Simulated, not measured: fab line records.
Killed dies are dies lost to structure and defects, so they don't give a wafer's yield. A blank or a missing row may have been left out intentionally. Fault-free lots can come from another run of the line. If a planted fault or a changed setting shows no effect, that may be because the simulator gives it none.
fab line records -- flow berkeley_cmos170
record: lots: 5, wafers: 27
route steps=331 shown M3@327
start_h: the number of hours between the record's first day and the start of the first shown wafer of the lot -- wait_h: hours from the lot's prior step to this one -- " identical to the entry in the row above -- L1.1+2: one row covering several wafers at once -- - value missing, or start not given -- * or withheld: withheld -- < > ~ a bound
route shown NAME@n: a module of which the file shows steps, and the number in the route of the first -- usual: average and standard deviation across the fault-free wafers -- same: alike in all rows -- chamber/n: place in a boat -- sites: readings site by site -- _std_site: the values' standard deviation -- _edge_site: the outer-site mean with the inner-site mean subtracted -- radius_mm: for every site, how far away it sits from the centre of the wafer -- mask NAME#n: copy n -- behind: the tool/chamber that last shaped the wafer -- hold: what put the lot on hold/how long, in hours/how the hold closed -- device: names the non-switching transistor (n, p or np) -- end of line: the same wafers' tests at the end of the route -- for a step that has no rows: nothing shown but its recipe -- killed: at the first sort, the dies lost to defects and structure; wafer yield is something else -- map: a wafer's dies, marking killed ones x, the rest . and places with no die _
set.NAME: setting as actually run; set.NAME@STEP: the setting as run at that earlier step -- model.NAME: the simulator's own value behind a step, which no gauge read
lots whose settings were changed on purpose; a table a step, a row a wafer
== steps ==
step: UCB170_M3_METAL_ETCH_18
recipe: chemistry: Cl2/BCl3, target: Al, stop_on: SiO2, pressure_mtorr: 12, target_depth_a: 11700, over_etch_frac: 0.3, time_s: 195, icp_w: 600, bias_w: 120, Cl2_flow_sccm: 90, bcl3_flow_sccm: 45
usual: oes_product_au: 0.849/0.0065
lot.wafer,tool,chamber,start_h,wait_h,set.target_depth_a,oes_product_au,model.M3.feature_depth_nm,model.KrF_of_M3_COAT_10.thk_nm
L074.1,rie_metal-02,0,165.66,-,11700,0.853,953.1,232.9
L074.2,rie_metal-02,0,165.66,-,11700,0.849,946.3,230.7
L074.3,rie_metal-02,0,165.66,-,11700,0.840,943.4,232.9
L074.4,rie_metal-02,0,165.66,-,11700,0.856,950.3,232.7
L074.5,rie_metal-02,0,165.66,-,11700,0.843,943.1,237.7
L074.6,rie_metal-02,0,165.66,-,11700,0.848,956.5,233.6
L076.1,rie_metal-04,1,170.82,-,5166,0.994,520.8,583.9
L076.2,rie_metal-04,0,170.82,-,5166,1.016,529.1,579.1
L076.3,rie_metal-04,1,170.82,-,11700,0.844,938.9,202.8
L076.4,rie_metal-04,0,170.82,-,5166,1.028,530.2,579.4
L076.5,rie_metal-04,0,170.82,-,11700,0.850,946,200.9
L076.6,rie_metal-04,1,170.82,-,11700,0.842,944.6,197.4
L075.1,rie_metal-02,1,171.16,-,14450,0.760,967.1,39.98
L075.2,rie_metal-02,0,171.16,-,14450,0.753,962.2,87.9
L075.3,rie_metal-02,0,171.16,-,11700,0.847,936.2,234.7
L075.4,rie_metal-02,1,171.16,-,11700,0.842,942.1,203.8
L075.5,rie_metal-02,0,171.16,-,11700,0.855,945.2,238.9
L075.6,rie_metal-02,1,171.16,-,14450,0.751,959.4,38.48
L079.1,rie_metal-04,1,197.70,-,11700,0.851,948.9,214.1
L079.2,rie_metal-04,0,197.70,-,17250,0.695,985.9,0
L079.3,rie_metal-04,0,197.70,-,11700,0.851,949.6,209.2
L079.4,rie_metal-04,1,197.70,-,11700,0.860,962.8,211.6
L079.5,rie_metal-04,1,197.70,-,17250,0.705,986.7,0
L079.6,rie_metal-04,0,197.70,-,17250,0.694,977.7,0
L081.3,rie_metal-04,1,206.85,-,11700,0.859,942.3,208
L081.4,rie_metal-04,0,206.85,-,11700,0.844,932.4,206.2
L081.6,rie_metal-04,0,206.85,-,11700,0.849,942.6,207.9
step: UCB170_M3_STRIP_19
recipe: chemistry: O2, power_w: 400, pressure_mtorr: 3500, platen_temp_c: withheld, o2_flow_sccm: 400, overash_fraction: 0.5
usual: oes_product_au: 0.540/0.016
lot.wafer,tool,chamber,start_h,wait_h,set.target_depth_a@M3_METAL_ETCH_18,oes_product_au
L074.1,plasma_asher-02,1,166.03,0.3,11700,0.560
L074.2,plasma_asher-02,0,166.03,0.3,11700,0.567
L074.3,plasma_asher-02,1,166.03,0.3,11700,0.571
L074.4,plasma_asher-02,0,166.03,0.3,11700,0.566
L074.5,plasma_asher-02,1,166.03,0.3,11700,0.563
L074.6,plasma_asher-02,0,166.03,0.3,11700,0.567
L076.1,plasma_asher-02,0,171.01,0.1,5166,0.721
L076.2,plasma_asher-02,1,171.01,0.1,5166,0.717
L076.3,plasma_asher-02,1,171.01,0.1,11700,0.530
L076.4,plasma_asher-02,0,171.01,0.1,5166,0.726
L076.5,plasma_asher-02,1,171.01,0.1,11700,0.533
L076.6,plasma_asher-02,0,171.01,0.1,11700,0.524
L075.1,plasma_asher-01,1,171.35,0.1,14450,0.357
L075.2,plasma_asher-01,0,171.35,0.1,14450,0.410
L075.3,plasma_asher-01,0,171.35,0.1,11700,0.563
L075.4,plasma_asher-01,1,171.35,0.1,11700,0.533
L075.5,plasma_asher-01,1,171.35,0.1,11700,0.567
L075.6,plasma_asher-01,0,171.35,0.1,14450,0.363
L079.1,plasma_asher-04,1,197.89,0.1,11700,0.548
L079.2,plasma_asher-04,0,197.89,0.1,17250,0.320
L079.3,plasma_asher-04,0,197.89,0.1,11700,0.537
L079.4,plasma_asher-04,1,197.89,0.1,11700,0.540
L079.5,plasma_asher-04,0,197.89,0.1,17250,0.306
L079.6,plasma_asher-04,1,197.89,0.1,17250,0.309
L081.3,plasma_asher-04,1,207.01,0.1,11700,0.538
L081.4,plasma_asher-04,0,207.01,0.1,11700,0.532
L081.6,plasma_asher-04,1,207.01,0.1,11700,0.540
step: UCB170_M3_CD_MEAS_90
recipe: target_cd_nm: 700
usual: cd_nm: 700/4.1
lot.wafer,tool,chamber,start_h,wait_h,set.target_depth_a@M3_METAL_ETCH_18,cd_nm
L074.1,cd_sem-01,-,166.24,0.2,11700,700
L074.2,cd_sem-01,-,166.24,0.2,11700,698
L074.3,cd_sem-01,-,166.24,0.2,11700,696
L074.4,cd_sem-01,-,166.24,0.2,11700,696
L074.5,cd_sem-01,-,166.24,0.2,11700,701
L074.6,cd_sem-01,-,166.24,0.2,11700,700
L076.1,cd_sem-02,-,171.12,0.1,5166,730
L076.2,cd_sem-02,-,171.12,0.1,5166,721
L076.3,cd_sem-02,-,171.12,0.1,11700,703
L076.4,cd_sem-02,-,171.12,0.1,5166,725
L076.5,cd_sem-02,-,171.12,0.1,11700,697
L076.6,cd_sem-02,-,171.12,0.1,11700,703
L075.1,cd_sem-01,-,171.45,0.1,14450,693
L075.2,cd_sem-01,-,171.45,0.1,14450,691
L075.3,cd_sem-01,-,171.45,0.1,11700,703
L075.4,cd_sem-01,-,171.45,0.1,11700,700
L075.5,cd_sem-01,-,171.45,0.1,11700,702
L075.6,cd_sem-01,-,171.45,0.1,14450,695
L079.1,cd_sem-01,-,197.99,0.1,11700,704
L079.2,cd_sem-01,-,197.99,0.1,17250,676
L079.3,cd_sem-01,-,197.99,0.1,11700,695
L079.4,cd_sem-01,-,197.99,0.1,11700,703
L079.5,cd_sem-01,-,197.99,0.1,17250,684
L079.6,cd_sem-01,-,197.99,0.1,17250,675
L081.3,cd_sem-01,-,207.12,0.1,11700,700
L081.4,cd_sem-01,-,207.12,0.1,11700,695
L081.6,cd_sem-01,-,207.12,0.1,11700,691
== key ==
split: step: UCB170_M3_METAL_ETCH_18, setting: target_depth_a, stated: 11700, by: wafer
response: step: UCB170_M3_METAL_ETCH_18, reading: oes_product_au, change: -0.0032, per: 1%, r: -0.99
response: step: UCB170_M3_METAL_ETCH_18, reading: model.M3.feature_depth_nm, shape: bent, at_lowest: 526.7, at_stated: 945.8, at_highest: 983.4
response: step: UCB170_M3_METAL_ETCH_18, reading: model.KrF_of_M3_COAT_10.thk_nm, change: -5.96, per: 1%, r: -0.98
response: step: UCB170_M3_STRIP_19, reading: oes_product_au, change: -0.00436, per: 1%, r: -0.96
response: step: UCB170_M3_CD_MEAS_90, reading: cd_nm, change: -0.441, per: 1%, r: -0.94
